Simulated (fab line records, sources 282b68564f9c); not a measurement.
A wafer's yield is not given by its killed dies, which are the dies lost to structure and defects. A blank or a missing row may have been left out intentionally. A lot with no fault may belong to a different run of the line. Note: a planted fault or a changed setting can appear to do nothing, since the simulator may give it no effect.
Which tool was responsible?    flow rit-cmos    13 lots, 39 wafers sampled, at 5 steps of a route of 202

== WHAT THE GAUGES SHOWED, per wafer ==
RIT_FOX2_THK_MEAS_01. Usual: FOX2_OXIDE_THK 350 nm, standard deviation 6.4.
lot   measured     on             FOX2_OXIDE_THK (nm)  flag
L692  day 1 19:48  film-metro-04  343 339 342          
L693  day 2 00:43  film-metro-01  353 350 356          
L694  day 2 06:39  film-metro-01  353 353 353          
L695  day 2 10:46  film-metro-04  362 357 362          
L696  day 2 16:04  film-metro-03  352 345 347          
L697  day 2 20:28  film-metro-01  349 353 355          
L698  day 3 02:45  film-metro-03  345 343 349          
L700  day 3 14:42  film-metro-01  343 343 341          
L701  day 3 17:04  film-metro-01  356 350 347          
L702  day 3 22:20  film-metro-03  347 347 343          
L708  day 5 05:16  film-metro-01  363 368 369          
L712  day 6 02:23  film-metro-04  363 368 369          
L715  day 6 16:51  film-metro-01  356 359 352          

RIT_FOX2_THK_MEAS_90. Usual: FIELD_OXIDE_LEFT_1_THK 322 nm, standard deviation 6.5.
lot   measured     on             FIELD_OXIDE_LEFT_1_THK (nm)  flag
L692  day 1 20:40  film-metro-03  316 312 315                  
L693  day 2 01:39  film-metro-01  326 323 328                  
L694  day 2 07:32  film-metro-03  326 326 326                  
L695  day 2 11:39  film-metro-04  335 329 335                  
L696  day 2 16:56  film-metro-03  324 318 320                  
L697  day 2 21:20  film-metro-01  322 326 328                  
L698  day 3 03:38  film-metro-03  317 315 322                  
L700  day 3 15:38  film-metro-04  316 316 313                  
L701  day 3 17:56  film-metro-03  329 323 320                  
L702  day 3 23:13  film-metro-03  320 320 316                  
L708  day 5 06:08  film-metro-04  336 341 341                  
L712  day 6 03:15  film-metro-03  337 341 341                  
L715  day 6 17:44  film-metro-01  328 332 325                  

RIT_FOX2_THK_MEAS_91. Usual: FIELD_OXIDE_LEFT_2_THK 254 nm, standard deviation 6.5.
lot   measured     on             FIELD_OXIDE_LEFT_2_THK (nm)  flag
L692  day 2 09:18  film-metro-04  247 244 246                  
L693  day 2 15:21  film-metro-04  258 255 260                  
L694  day 2 19:54  film-metro-01  258 258 258                  
L695  day 3 01:11  film-metro-03  266 261 267                  
L696  day 3 06:08  film-metro-03  256 250 251                  
L697  day 3 09:50  film-metro-01  255 258 260                  
L698  day 3 17:19  film-metro-03  249 246 253                  
L700  day 4 05:29  film-metro-03  247 248 245                  
L701  day 4 06:28  film-metro-01  261 255 252                  
L702  day 4 12:53  film-metro-03  251 251 247                  
L708  day 5 19:26  film-metro-03  268 273 274                  
L712  day 6 16:58  film-metro-03  268 273 274                  
L715  day 7 06:38  film-metro-04  260 263 256                  

RIT_GATE_THK_MEAS_09. Usual: GATE_POLY_THK 250.9 nm, standard deviation 2.
lot   measured     on             GATE_POLY_THK (nm)  flag
L692  day 2 12:22  film-metro-04  250.4 251.9 250.1   
L693  day 2 20:31  film-metro-04  251.6 252.3 250.7   
L694  day 3 00:08  film-metro-04  249.7 252.6 252.8   
L695  day 3 09:18  film-metro-03  250.5 251.2 251.5   
L696  day 3 13:40  film-metro-04  252.1 249.6 252.8   
L697  day 3 15:17  film-metro-03  248.4 248.1 249.4   
L698  day 3 22:42  film-metro-04  250.6 250.8 252.6   
L700  day 4 09:46  film-metro-01  250.7 249.9 252.1   
L701  day 4 09:47  film-metro-03  251.3 249.9 250.5   
L702  day 4 19:22  film-metro-01  253.3 252.0 253.7   
L708  day 6 02:42  film-metro-04  252.7 249.3 252.0   
L712  day 6 20:01  film-metro-03  253.5 249.5 249.8   
L715  day 7 11:05  film-metro-01  250.6 249.8 251.2   

== TOOL THAT RAN EACH LOT (tool first, then ch and the chambers of the sampled wafers, then the start) ==
lot   RIT_FOX2_OXIDATION_00
L692  furnace-03 ch 0, day 1 18:28
L693  furnace-03 ch 0, day 1 23:23
L694  furnace-04 ch 0, day 2 05:20
L695  furnace-01 ch 0, day 2 09:27
L696  furnace-04 ch 0, day 2 14:43
L697  furnace-01 ch 0, day 2 19:08
L698  furnace-03 ch 0, day 3 01:26
L700  furnace-03 ch 0, day 3 13:23
L701  furnace-03 ch 0, day 3 15:44
L702  furnace-04 ch 0, day 3 21:01
L708  furnace-01 ch 0, day 5 03:57
L712  furnace-01 ch 0, day 6 01:04
L715  furnace-04 ch 0, day 6 15:31
- RIT_FOX2_OXIDATION_00: target thk 350.7 nm, ox time 1130 s.

== AS READ BY THE TOOLS THEMSELVES (means over the sampled wafers that have a number; for cases with no such wafer, the mark the record gives instead) ==
RIT_FOX2_OXIDATION_00. Usual: spike-tc-centre-C 1103.8 C, standard deviation 1.1; spike-tc-load-C 1127.9 C, standard deviation 1.8; spike-tc-source-C 1127.0 C, standard deviation 1.3; tube_center_temp_C_max 1102.8, standard deviation 0.48; zone-power-source-pct 41.9 %, standard deviation 2.1.
lot   tool        spike-tc-centre-C (C)  spike-tc-load-C (C)  spike-tc-source-C (C)  tube_center_temp_C_max  zone-power-source-pct (%)  flag
L692  furnace-03  1104.8                 1128.2               1127.3                 1103.0                  40.0                       
L693  furnace-03  1103.6                 1127.3               1126.9                 1102.1                  40.0                       
L694  furnace-04  1104.0                 1126.6               1125.2                 1102.9                  41.2                       
L695  furnace-01  1102.2                 1130.4               1128.9                 1102.8                  45.0                       
L696  furnace-04  1103.8                 1127.1               1125.6                 1102.4                  41.7                       
L697  furnace-01  1103.7                 1130.8               1128.7                 1103.3                  45.4                       
L698  furnace-03  1104.7                 1128.1               1127.7                 1102.6                  40.4                       
L700  furnace-03  1104.5                 1127.2               1127.7                 1103.1                  40.3                       
L701  furnace-03  1104.0                 1127.1               1126.9                 1102.7                  40.3                       
L702  furnace-04  1105.0                 1126.8               1125.8                 1103.0                  40.9                       
L708  furnace-01  1114.1                 1140.9               1138.1                 1102.6                  46.3                       OFF
L712  furnace-01  1113.4                 1140.9               1138.5                 1103.6                  46.2                       OFF
L715  furnace-04  1103.0                 1126.9               1126.1                 1103.1                  41.2                       

== THE ANSWER, worked out from the rows above alone ==
Rule: take the mean of a lot's wafers that have a number; if it is more than 3 standard deviations from the usual mean, the lot is off. A lot without any number at a reading at which 4 lots or more have one is off too. Any other lot the step has rows for is counted as sound. First the gauges in route order, then the tools' own readings, where a lot's mean is used as printed above. The first step at which some lot is off is used, and at that step the reading that is off furthest; a lot without a number counts as furthest.
Off at RIT_FOX2_OXIDATION_00 (spike-tc-centre-C): L708, L712.
A tool fits if, at that step or a process step before it, it ran every lot that is off, and no sound lot after the first of them. One fits: RIT_FOX2_OXIDATION_00 on furnace-01. Its last sound lot is L697 (day 2 19:08), its first lot that is off L708 (day 5 03:57): a fault that began between those two fits.
The tool's own readings at RIT_FOX2_OXIDATION_00 bear it out: on the lots that are off they differ by more than 5 times the standard deviation of the sound lots' means. spike-tc-centre-C reads 1113.8 C there against 1103.9 C on the sound lots; spike-tc-load-C reads 1140.9 C there against 1127.9 C on the sound lots; spike-tc-source-C reads 1138.3 C there against 1127.0 C on the sound lots.

== WHAT THE SIMULATOR HAD INSERTED ==
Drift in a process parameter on furnace-01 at RIT_FOX2_OXIDATION_00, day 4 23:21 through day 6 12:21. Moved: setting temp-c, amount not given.
Lots struck among those shown: L708, L712. This agrees with what the rule above found.
